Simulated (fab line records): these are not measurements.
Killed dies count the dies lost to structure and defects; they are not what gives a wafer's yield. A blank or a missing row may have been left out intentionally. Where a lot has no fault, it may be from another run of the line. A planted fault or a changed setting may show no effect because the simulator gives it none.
Which tool is to blame?	flow berkeleyCmos170	15 lots, 45 wafers sampled, at 2 steps of a route of 331

== WHAT THE GAUGES READ, wafer by wafer ==
UCB170_START_BOW_MEAS_00.
lot	measured	on	INCOMING_BOW (um)
L862	day 1 10:01	filmMetro-03	-15 -2 1
L863	day 1 15:02	filmMetro-02	-4 11 -1
L864	day 1 20:00	filmMetro-03	-4 -6 -9
L865	day 2 01:00	filmMetro-03	3 5 2
L866	day 2 06:00	filmMetro-03	8 4 2
L867	day 2 11:01	filmMetro-03	-3 8 0
L868	day 2 16:04	filmMetro-02	-10 -8 -8
L869	day 2 21:00	filmMetro-02	-9 -3 -1
L876	day 4 08:02	filmMetro-03	-3 4 -1
L877	day 4 13:01	filmMetro-03	-5 -5 0
L878	day 4 18:01	filmMetro-03	-3 3 1
L879	day 4 23:01	filmMetro-02	5 -3 8
L880	day 5 04:00	filmMetro-04	6 -1 -2
L881	day 5 09:02	filmMetro-02	4 -2 2
L882	day 5 14:00	filmMetro-04	-5 5 -6

UCB170_ACTIVE_OVL_MEAS_14.
lot	measured	on	ACTIVE_OVL (nm)
L862	day 3 16:44	overlay-01	-5 -3 -2
L863	day 4 03:11	overlay-02	-6 -5 -9
L864	day 4 22:59	overlay-02	0 -3 1
L865	day 4 22:43	overlay-01	2 -1 -2
L866	day 4 23:16	overlay-01	-5 -2 -3
L867	day 5 05:42	overlay-02	11 6 -1
L868	day 5 05:35	overlay-01	3 -2 6
L869	day 5 05:49	overlay-01	12 13 7
L876	day 6 20:24	overlay-02	-1 -6 -7
L877	day 6 20:44	overlay-01	-4 -1 -7
L878	day 7 07:52	overlay-02	-10 -13 -2
L879	day 7 07:37	overlay-02	4 6 0
L880	day 7 22:15	overlay-02	-1 -3 -4
L881	day 7 22:26	overlay-02	4 -4 -3
L882	day 8 08:36	overlay-02	-7 -5 -9

== EACH LOT AND THE TOOL THAT RAN IT (in order: tool; ch and the chambers of the sampled wafers; start) ==
There is no process step in the record ahead of these readings.

== WHAT THE TOOLS THEMSELVES READ (means of the sampled wafers that have a number; where no wafer has one, the mark that the record gives instead) ==
The record holds no such reading with a usual standard deviation.

== THE ANSWER, worked out from the rows above alone ==
Rule: what is usual is taken from the lots themselves. Put in order of their means at a reading, lots are off if they are a third of the lots or fewer, leave a main group of 4 or more, and stand apart from it by a gap of 3 or more times the standard deviation of the main group's means; of several such gaps the widest counts. Not used: any main group whose means are identical at the precision the tables above print for the reading. Also off: a lot with no number at a reading for which 4 or more lots have one. Any other lot the step has rows for is counted as sound. Order of review: gauges by route order, followed by the tools' own readings, for which a lot's mean as printed above is used. At the first step where some lot is off, the reading lying furthest off is the one used; lots without a number count as furthest.
None of the lots is off at any reading shown; this tells nothing.

== WHAT HAD BEEN PUT IN BY THE SIMULATOR ==
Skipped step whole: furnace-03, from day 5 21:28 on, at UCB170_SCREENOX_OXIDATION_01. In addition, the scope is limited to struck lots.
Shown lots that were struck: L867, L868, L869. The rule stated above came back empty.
